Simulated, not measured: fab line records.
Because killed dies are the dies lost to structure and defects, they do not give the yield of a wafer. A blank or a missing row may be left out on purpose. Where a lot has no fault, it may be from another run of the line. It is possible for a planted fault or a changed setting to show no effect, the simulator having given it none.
Which tool is to blame? / flow berkeleyCmos170 / 14 lots, 42 wafers sampled, at 4 steps of a route of 331

WHAT EACH GAUGE READ, for each wafer
UCB170_M2_THK_MEAS_03: measures by xrf.
lot=L303; measured=day 7 06:25; on=filmMetro-04; M2_AL_THK (nm)=906 886 892
lot=L304; measured=day 7 13:53; on=filmMetro-04; M2_AL_THK (nm)=877 876 871
lot=L308; measured=day 8 06:15; on=filmMetro-03; M2_AL_THK (nm)=894 901 896
lot=L306; measured=day 8 05:42; on=filmMetro-04; M2_AL_THK (nm)=889 900 889
lot=L307; measured=day 8 05:48; on=filmMetro-03; M2_AL_THK (nm)=886 888 892
lot=L305; measured=day 8 06:00; on=filmMetro-04; M2_AL_THK (nm)=893 890 902
lot=L313; measured=day 9 07:26; on=filmMetro-04; M2_AL_THK (nm)=901 884 891
lot=L311; measured=day 9 09:53; on=filmMetro-04; M2_AL_THK (nm)=876 883 891
lot=L314; measured=day 9 10:07; on=filmMetro-02; M2_AL_THK (nm)=876 876 880
lot=L316; measured=day 10 02:37; on=filmMetro-04; M2_AL_THK (nm)=898 896 900
lot=L318; measured=day 10 07:01; on=filmMetro-04; M2_AL_THK (nm)=905 904 901
lot=L321; measured=day 10 19:26; on=filmMetro-02; M2_AL_THK (nm)=892 893 890
lot=L324; measured=day 11 14:53; on=filmMetro-04; M2_AL_THK (nm)=912 916 914
lot=L325; measured=day 12 04:07; on=filmMetro-04; M2_AL_THK (nm)=909 910 909

UCB170_M3_CD_MEAS_90: the cd target is 700 nm.
lot=L303; measured=day 7 14:07; on=cdSem-01; cdNm (nm)=699.3 699.2 698.1
lot=L304; measured=day 7 22:13; on=cdSem-02; cdNm (nm)=701.0 700.6 701.1
lot=L308; measured=day 8 17:11; on=cdSem-01; cdNm (nm)=701.4 703.2 700.1
lot=L306; measured=day 8 16:00; on=cdSem-02; cdNm (nm)=702.2 703.4 701.4
lot=L307; measured=day 8 16:49; on=cdSem-02; cdNm (nm)=700.5 701.9 702.1
lot=L305; measured=day 8 17:02; on=cdSem-01; cdNm (nm)=697.9 698.3 700.1
lot=L313; measured=day 9 17:37; on=cdSem-01; cdNm (nm)=701.7 701.5 704.8
lot=L311; measured=day 9 20:34; on=cdSem-01; cdNm (nm)=700.8 696.8 700.7
lot=L314; measured=day 9 20:36; on=cdSem-02; cdNm (nm)=700.5 700.6 702.0
lot=L316; measured=day 10 09:58; on=cdSem-01; cdNm (nm)=698.5 703.3 698.1
lot=L318; measured=day 10 15:08; on=cdSem-02; cdNm (nm)=700.3 701.4 700.3
lot=L321; measured=day 11 02:45; on=cdSem-01; cdNm (nm)=702.5 700.4 698.9
lot=L324; measured=day 11 23:10; on=cdSem-01; cdNm (nm)=701.6 699.0 702.4
lot=L325; measured=day 12 11:15; on=cdSem-01; cdNm (nm)=698.6 702.0 702.9

UCB170_M3_BOW_MEAS_20.
lot=L303; measured=day 7 14:20; on=filmMetro-02; M3_BOW (um)=28 25 37
lot=L304; measured=day 7 22:20; on=filmMetro-04; M3_BOW (um)=36 31 42
lot=L308; measured=day 8 17:18; on=filmMetro-01; M3_BOW (um)=28 20 31
lot=L306; measured=day 8 16:07; on=filmMetro-01; M3_BOW (um)=31 40 33
lot=L307; measured=day 8 16:56; on=filmMetro-01; M3_BOW (um)=39 41 36
lot=L305; measured=day 8 17:10; on=filmMetro-01; M3_BOW (um)=36 46 38
lot=L313; measured=day 9 17:44; on=filmMetro-04; M3_BOW (um)=26 34 36
lot=L311; measured=day 9 20:41; on=filmMetro-02; M3_BOW (um)=37 46 41
lot=L314; measured=day 9 20:43; on=filmMetro-04; M3_BOW (um)=40 25 40
lot=L316; measured=day 10 10:05; on=filmMetro-02; M3_BOW (um)=42 30 38
lot=L318; measured=day 10 15:15; on=filmMetro-02; M3_BOW (um)=26 34 31
lot=L321; measured=day 11 02:52; on=filmMetro-04; M3_BOW (um)=25 45 31
lot=L324; measured=day 11 23:17; on=filmMetro-04; M3_BOW (um)=49 44 30
lot=L325; measured=day 12 11:22; on=filmMetro-02; M3_BOW (um)=46 33 39

EACH LOT AND THE TOOL THAT RAN IT (in order: tool; ch and the chambers of the sampled wafers; start)
lot=L303; UCB170_PVT_STRIP_08=plasmaAsher-03 ch 0,1, day 5 10:00
lot=L304; UCB170_PVT_STRIP_08=plasmaAsher-03 ch 0,1, day 5 19:56
lot=L308; UCB170_PVT_STRIP_08=plasmaAsher-04 ch 0, day 6 08:20
lot=L306; UCB170_PVT_STRIP_08=plasmaAsher-01 ch 0,1, day 6 09:16
lot=L307; UCB170_PVT_STRIP_08=plasmaAsher-01 ch 0,1, day 6 09:47
lot=L305; UCB170_PVT_STRIP_08=plasmaAsher-04 ch 0,1, day 6 09:52
lot=L313; UCB170_PVT_STRIP_08=plasmaAsher-04 ch 0,1, day 7 12:05
lot=L311; UCB170_PVT_STRIP_08=plasmaAsher-04 ch 0,1, day 7 12:36
lot=L314; UCB170_PVT_STRIP_08=plasmaAsher-01 ch 0,1, day 7 12:36
lot=L316; UCB170_PVT_STRIP_08=plasmaAsher-01 ch 0,1, day 8 07:34
lot=L318; UCB170_PVT_STRIP_08=plasmaAsher-04 ch 0,1, day 8 14:53
lot=L321; UCB170_PVT_STRIP_08=plasmaAsher-04 ch 0,1, day 9 00:39
lot=L324; UCB170_PVT_STRIP_08=plasmaAsher-04 ch 0,1, day 9 18:45
lot=L325; UCB170_PVT_STRIP_08=plasmaAsher-03 ch 0,1, day 10 01:43
- UCB170_PVT_STRIP_08: strips in O2.

WHAT THE TOOLS THEMSELVES READ (means of the sampled wafers that have a number; where no wafer has one, the mark that the record gives instead)
UCB170_PVT_STRIP_08.
lot=L303; tool=plasmaAsher-03; drypumpMotorCurrentA (A)=5.2; oesProductAu (a.u.)=0.733; stripTimeToEndpointS (s)=21.64
lot=L304; tool=plasmaAsher-03; drypumpMotorCurrentA (A)=5.3; oesProductAu (a.u.)=0.738; stripTimeToEndpointS (s)=21.63
lot=L308; tool=plasmaAsher-04; drypumpMotorCurrentA (A)=6.2; oesProductAu (a.u.)=0.731; stripTimeToEndpointS (s)=21.61
lot=L306; tool=plasmaAsher-01; drypumpMotorCurrentA (A)=5.5; oesProductAu (a.u.)=0.734; stripTimeToEndpointS (s)=21.54
lot=L307; tool=plasmaAsher-01; drypumpMotorCurrentA (A)=5.5; oesProductAu (a.u.)=0.734; stripTimeToEndpointS (s)=21.56
lot=L305; tool=plasmaAsher-04; drypumpMotorCurrentA (A)=6.1; oesProductAu (a.u.)=0.733; stripTimeToEndpointS (s)=21.60
lot=L313; tool=plasmaAsher-04; drypumpMotorCurrentA (A)=6.2; oesProductAu (a.u.)=0.732; stripTimeToEndpointS (s)=21.63
lot=L311; tool=plasmaAsher-04; drypumpMotorCurrentA (A)=6.0; oesProductAu (a.u.)=0.736; stripTimeToEndpointS (s)=21.60
lot=L314; tool=plasmaAsher-01; drypumpMotorCurrentA (A)=5.5; oesProductAu (a.u.)=0.731; stripTimeToEndpointS (s)=21.60
lot=L316; tool=plasmaAsher-01; drypumpMotorCurrentA (A)=5.5; oesProductAu (a.u.)=0.736; stripTimeToEndpointS (s)=21.59
lot=L318; tool=plasmaAsher-04; drypumpMotorCurrentA (A)=6.1; oesProductAu (a.u.)=0.733; stripTimeToEndpointS (s)=21.59
lot=L321; tool=plasmaAsher-04; drypumpMotorCurrentA (A)=6.1; oesProductAu (a.u.)=0.738; stripTimeToEndpointS (s)=21.65
lot=L324; tool=plasmaAsher-04; drypumpMotorCurrentA (A)=6.0; oesProductAu (a.u.)=0.739; stripTimeToEndpointS (s)=21.52
lot=L325; tool=plasmaAsher-03; drypumpMotorCurrentA (A)=5.3; oesProductAu (a.u.)=0.737; stripTimeToEndpointS (s)=21.57

THE ANSWER, worked out from the rows above alone
Rule: what is usual is taken from the lots themselves. Put in order of their means at a reading, lots are off if they are a third of the lots or fewer, leave a main group of 4 or more, and stand apart from it by a gap of 3 or more times the standard deviation of the main group's means; of several such gaps the widest counts. A main group is skipped when, at the precision printed for the reading in the tables above, its means are all equal. A lot without any number at a reading at which 4 lots or more have one is off too. The other lots that the step has rows for count as sound. After the gauges, taken in route order, come the tools' own readings; for these a lot's mean is taken, as printed above. The first step at which some lot is off is used, and at that step the reading that is off furthest; a lot without a number counts as furthest.
Across all readings shown, no lot is off: no conclusion can be drawn from this.

WHAT THE SIMULATOR HAD INSERTED
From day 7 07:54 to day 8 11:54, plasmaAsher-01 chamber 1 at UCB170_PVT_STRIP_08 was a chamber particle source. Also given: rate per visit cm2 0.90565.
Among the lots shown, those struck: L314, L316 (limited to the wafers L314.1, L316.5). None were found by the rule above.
